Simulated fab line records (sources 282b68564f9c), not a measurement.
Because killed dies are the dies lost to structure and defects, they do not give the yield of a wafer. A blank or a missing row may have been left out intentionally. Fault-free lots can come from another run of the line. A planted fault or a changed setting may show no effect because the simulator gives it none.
Split-lot study / flow rit cmos / 23 wafers read from 5 lots, route of 202 steps

## THE SPLIT ITSELF
At RIT_GATE_CVD_08 (deposits poly-Si from SiH4, target thk 250 nm, time 2220 s), the setting sih4 flow sccm was moved away from the recipe's 100 sccm on 20 of the 23 wafers read, by -6.1% to +7.2%. All remaining wafers had this setting at the recipe value.

## FROM THE SPLIT TO THE READING: what the file shows between them, 6 steps
- RIT_GATE_THK_MEAS_09
- RIT_GATE_EXPOSE_13: exposes mask M6, target cd 150 nm (also split here: dose mj)
- RIT_GATE_PEB_14
- RIT_GATE_DEVELOP_15: develop time 50 s
- RIT_GATE_CD_MEAS_16: target cd 150 nm
- RIT_GATE_HARDBAKE_18: time 60 s

## THE READING
oes product au, in a.u., at RIT_GATE_ETCH_19 (etches poly-Si in SF6/CHF3/O2, stops on SiO2, time 165 s, target depth 312.5 nm). Typical for fault-free wafers on this fab line: 0.861 a.u., with standard deviation 0.0086 a.u.

wafer=L075.1; tool, chamber at the split=lpcvd-02, 0; sih4 flow sccm as run, sccm=100; against the recipe=recipe; oes product au, a.u.=0.864; against lot-mates on the recipe=-
wafer=L075.3; tool, chamber at the split=lpcvd-02, 0; sih4 flow sccm as run, sccm=100; against the recipe=recipe; oes product au, a.u.=0.876; against lot-mates on the recipe=-
wafer=L075.6; tool, chamber at the split=lpcvd-02, 0; sih4 flow sccm as run, sccm=100; against the recipe=recipe; oes product au, a.u.=0.852; against lot-mates on the recipe=-
wafer=L078.1; tool, chamber at the split=-, -; sih4 flow sccm as run, sccm=94.71; against the recipe=-5.3%; oes product au, a.u.=0.827; against lot-mates on the recipe=no lot-mate on the recipe
wafer=L078.2; tool, chamber at the split=-, -; sih4 flow sccm as run, sccm=94.71; against the recipe=-5.3%; oes product au, a.u.=0.826; against lot-mates on the recipe=no lot-mate on the recipe
wafer=L078.4; tool, chamber at the split=-, -; sih4 flow sccm as run, sccm=94.71; against the recipe=-5.3%; oes product au, a.u.=0.823; against lot-mates on the recipe=no lot-mate on the recipe
wafer=L078.5; tool, chamber at the split=-, -; sih4 flow sccm as run, sccm=94.71; against the recipe=-5.3%; oes product au, a.u.=0.819; against lot-mates on the recipe=no lot-mate on the recipe
wafer=L078.6; tool, chamber at the split=-, -; sih4 flow sccm as run, sccm=94.71; against the recipe=-5.3%; oes product au, a.u.=0.830; against lot-mates on the recipe=no lot-mate on the recipe
wafer=L080.1; tool, chamber at the split=-, -; sih4 flow sccm as run, sccm=107.2; against the recipe=+7.2%; oes product au, a.u.=0.892; against lot-mates on the recipe=no lot-mate on the recipe
wafer=L080.2; tool, chamber at the split=-, -; sih4 flow sccm as run, sccm=107.2; against the recipe=+7.2%; oes product au, a.u.=0.900; against lot-mates on the recipe=no lot-mate on the recipe
wafer=L080.3; tool, chamber at the split=-, -; sih4 flow sccm as run, sccm=107.2; against the recipe=+7.2%; oes product au, a.u.=0.906; against lot-mates on the recipe=no lot-mate on the recipe
wafer=L080.4; tool, chamber at the split=-, -; sih4 flow sccm as run, sccm=107.2; against the recipe=+7.2%; oes product au, a.u.=0.905; against lot-mates on the recipe=no lot-mate on the recipe
wafer=L080.6; tool, chamber at the split=-, -; sih4 flow sccm as run, sccm=107.2; against the recipe=+7.2%; oes product au, a.u.=0.896; against lot-mates on the recipe=no lot-mate on the recipe
wafer=L084.2; tool, chamber at the split=-, -; sih4 flow sccm as run, sccm=95.83; against the recipe=-4.2%; oes product au, a.u.=0.839; against lot-mates on the recipe=no lot-mate on the recipe
wafer=L084.3; tool, chamber at the split=-, -; sih4 flow sccm as run, sccm=95.83; against the recipe=-4.2%; oes product au, a.u.=0.838; against lot-mates on the recipe=no lot-mate on the recipe
wafer=L084.4; tool, chamber at the split=-, -; sih4 flow sccm as run, sccm=95.83; against the recipe=-4.2%; oes product au, a.u.=0.833; against lot-mates on the recipe=no lot-mate on the recipe
wafer=L084.5; tool, chamber at the split=-, -; sih4 flow sccm as run, sccm=95.83; against the recipe=-4.2%; oes product au, a.u.=0.838; against lot-mates on the recipe=no lot-mate on the recipe
wafer=L084.6; tool, chamber at the split=-, -; sih4 flow sccm as run, sccm=95.83; against the recipe=-4.2%; oes product au, a.u.=0.849; against lot-mates on the recipe=no lot-mate on the recipe
wafer=L085.1; tool, chamber at the split=-, -; sih4 flow sccm as run, sccm=93.94; against the recipe=-6.1%; oes product au, a.u.=0.822; against lot-mates on the recipe=no lot-mate on the recipe
wafer=L085.3; tool, chamber at the split=-, -; sih4 flow sccm as run, sccm=93.94; against the recipe=-6.1%; oes product au, a.u.=0.811; against lot-mates on the recipe=no lot-mate on the recipe
wafer=L085.4; tool, chamber at the split=-, -; sih4 flow sccm as run, sccm=93.94; against the recipe=-6.1%; oes product au, a.u.=0.826; against lot-mates on the recipe=no lot-mate on the recipe
wafer=L085.5; tool, chamber at the split=-, -; sih4 flow sccm as run, sccm=93.94; against the recipe=-6.1%; oes product au, a.u.=0.822; against lot-mates on the recipe=no lot-mate on the recipe
wafer=L085.6; tool, chamber at the split=-, -; sih4 flow sccm as run, sccm=93.94; against the recipe=-6.1%; oes product au, a.u.=0.823; against lot-mates on the recipe=no lot-mate on the recipe

FIT RESULTS
A straight line over all 23 wafers: oes product au changes by +0.00589 a.u. for each +1% of sih4 flow sccm; r = +0.98; the points scatter about the line by 0.0071 a.u.
Too few moved wafers have a lot-mate on the recipe to fit a line with each lot's own level taken away.

## THE WHOLE CHAIN: every reading that the file lists as answering this split, in the file's order
step=RIT_GATE_CVD_08; what it does=deposits poly-Si from SiH4, target thk 250 nm, time 2220 s; reading=poly-Si_of_GATE_CVD_08.thk nm (the simulator's own value, which no gauge read); change (the file's fit)=+2.49 nm for each +1% of the setting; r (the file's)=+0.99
step=RIT_GATE_THK_MEAS_09; what it does=; reading=GATE_POLY_THK; change (the file's fit)=+2.5 for each +1% of the setting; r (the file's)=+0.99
step=RIT_GATE_ETCH_19; what it does=etches poly-Si in SF6/CHF3/O2, stops on SiO2, time 165 s, target depth 312.5 nm; reading=oes product au; change (the file's fit)=+0.00588 a.u. for each +1% of the setting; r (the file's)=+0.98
step=RIT_GATE_ETCH_19; what it does=etches poly-Si in SF6/CHF3/O2, stops on SiO2, time 165 s, target depth 312.5 nm; reading=GATE.feature depth nm (the simulator's own value, which no gauge read); change (the file's fit)=+2.49 nm for each +1% of the setting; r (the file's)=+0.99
step=RIT_GATE_ETCH_19; what it does=etches poly-Si in SF6/CHF3/O2, stops on SiO2, time 165 s, target depth 312.5 nm; reading=etch.depth nm (the simulator's own value, which no gauge read); change (the file's fit)=+2.53 nm for each +1% of the setting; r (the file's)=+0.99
step=RIT_REOX_CLEAN_00; what it does=cleans in SC1, time 600 s; reading=poly-Si_of_GATE_CVD_08.thk nm (the simulator's own value, which no gauge read); change (the file's fit)=+2.44 nm for each +1% of the setting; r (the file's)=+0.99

## THE FILE'S OWN FIT
oes product au changes by +0.00588 a.u. for each +1% of sih4 flow sccm, r = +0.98.
